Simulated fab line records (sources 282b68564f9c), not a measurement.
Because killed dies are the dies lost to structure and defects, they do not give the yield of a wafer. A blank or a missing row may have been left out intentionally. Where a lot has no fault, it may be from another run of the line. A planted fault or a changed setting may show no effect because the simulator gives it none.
Which tool was responsible? -- flow rit cmos -- Sampling: 13 lots, 39 wafers, 2 of 202 route steps

## WHAT EACH GAUGE READ, for each wafer
RIT_SPACER_THK_MEAS_04.
lot,measured,on,SPACER_NITRIDE_THK (nm)
L920,day 3 09:47,film metro-02,248.2 246.3 248.1
L921,day 3 14:20,film metro-01,252.7 251.0 249.5
L922,day 3 19:35,film metro-01,250.7 250.6 250.0
L923,day 3 22:07,film metro-02,248.0 248.3 249.4
L924,day 4 03:23,film metro-03,249.1 249.1 250.5
L926,day 4 20:28,film metro-01,250.9 247.2 248.5
L927,day 4 23:02,film metro-03,254.2 250.9 252.6
L928,day 5 01:49,film metro-02,250.0 251.0 249.8
L929,day 5 05:56,film metro-02,247.0 247.4 245.7
L930,day 5 12:06,film metro-01,251.6 248.9 249.9
L931,day 5 15:16,film metro-01,248.4 248.9 248.3
L933,day 6 01:07,film metro-03,252.1 251.8 252.2
L937,day 6 19:09,film metro-03,155.2 155.4 157.3

## WHAT TOOL EACH LOT RAN ON (gives the tool, then ch and the chambers of the sampled wafers, and finally the start)
lot,RIT_SPACER_CVD_03
L920,"lpcvd-01 ch 0, day 3 06:55"
L921,"lpcvd-02 ch 1, day 3 12:24"
L922,"lpcvd-01 ch 1, day 3 17:41"
L923,"lpcvd-01 ch 1, day 3 20:12"
L924,"lpcvd-02 ch 1, day 4 01:29"
L926,"lpcvd-01 ch 0, day 4 18:34"
L927,"lpcvd-02 ch 0, day 4 21:07"
L928,"lpcvd-01 ch 1, day 4 23:53"
L929,"lpcvd-01 ch 1, day 5 04:01"
L930,"lpcvd-02 ch 1, day 5 10:10"
L931,"lpcvd-01 ch 1, day 5 13:21"
L933,"lpcvd-01 ch 1, day 5 23:11"
L937,"lpcvd-01 ch 1, day 6 17:13"
- RIT_SPACER_CVD_03: deposits Si3N4 from SiH2Cl2/NH3, target thk 250 nm, time 3300 s.

## WHAT THE TOOLS THEMSELVES READ (means of the sampled wafers that have a number; where no wafer has one, the mark that the record gives instead)
RIT_SPACER_CVD_03.
lot,tool,spike tc centre C (C),spike tc load C (C),spike tc source C (C),susceptor temp C (C)
L920,lpcvd-01,813.6,838.3,830.1,810.2
L921,lpcvd-02,814.0,832.5,835.7,809.5
L922,lpcvd-01,812.3,839.9,834.0,810.2
L923,lpcvd-01,811.5,839.2,834.6,810.0
L924,lpcvd-02,813.5,832.4,835.9,809.9
L926,lpcvd-01,814.7,838.2,828.9,810.3
L927,lpcvd-02,813.4,834.1,834.7,809.6
L928,lpcvd-01,811.4,839.2,834.4,810.3
L929,lpcvd-01,811.8,839.3,834.3,809.7
L930,lpcvd-02,813.1,831.5,835.6,810.5
L931,lpcvd-01,812.7,838.2,833.2,810.2
L933,lpcvd-01,812.6,838.3,834.6,810.0
L937,lpcvd-01,788.1,814.1,809.2,784.7

## THE ANSWER, worked out from the rows above alone
Rule: what is usual is taken from the lots themselves. Put in order of their means at a reading, lots are off if they are a third of the lots or fewer, leave a main group of 4 or more, and stand apart from it by a gap of 3 or more times the standard deviation of the main group's means; of several such gaps the widest counts. If all means in a main group match to the digits the tables above print for the reading, that group is not used. Also off: a lot with no number at a reading for which 4 or more lots have one. The other lots that the step has rows for count as sound. After the gauges, taken in route order, come the tools' own readings; for these a lot's mean is taken, as printed above. At the first step where some lot is off, the reading lying furthest off is the one used; lots without a number count as furthest.
Off: at RIT_SPACER_THK_MEAS_04 (SPACER_NITRIDE_THK), L937. Mean 249.7 nm and standard deviation 1.7 in the main group.
If a tool, at a process step before that reading, ran all the lots that are off and no sound lot after the first of them, it fits. The gauges at RIT_SPACER_THK_MEAS_04 aren't tried: what is off there is off at RIT_SPACER_CVD_03 too, on other tools, and a gauge's error can't cause that. One fits: lpcvd-01 at RIT_SPACER_CVD_03. A fault onset in the window from L933 (day 5 23:11, its last sound lot) to L937 (day 6 17:13, its first lot off) fits.
The tool's own readings at RIT_SPACER_CVD_03 bear it out: on the lots that are off they differ by more than 5 times the standard deviation of the sound lots' means. spike tc centre C reads 788.1 C there against 812.9 C on the sound lots; spike tc load C reads 814.1 C there against 836.8 C on the sound lots; spike tc source C reads 809.2 C there against 833.8 C on the sound lots; susceptor temp C reads 784.7 C there against 810.0 C on the sound lots.

## WHAT HAD BEEN PUT IN BY THE SIMULATOR
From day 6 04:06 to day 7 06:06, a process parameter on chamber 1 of lpcvd-01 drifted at RIT_SPACER_CVD_03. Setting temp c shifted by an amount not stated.
Struck lots among those shown: L937. The rule above reached the same finding.
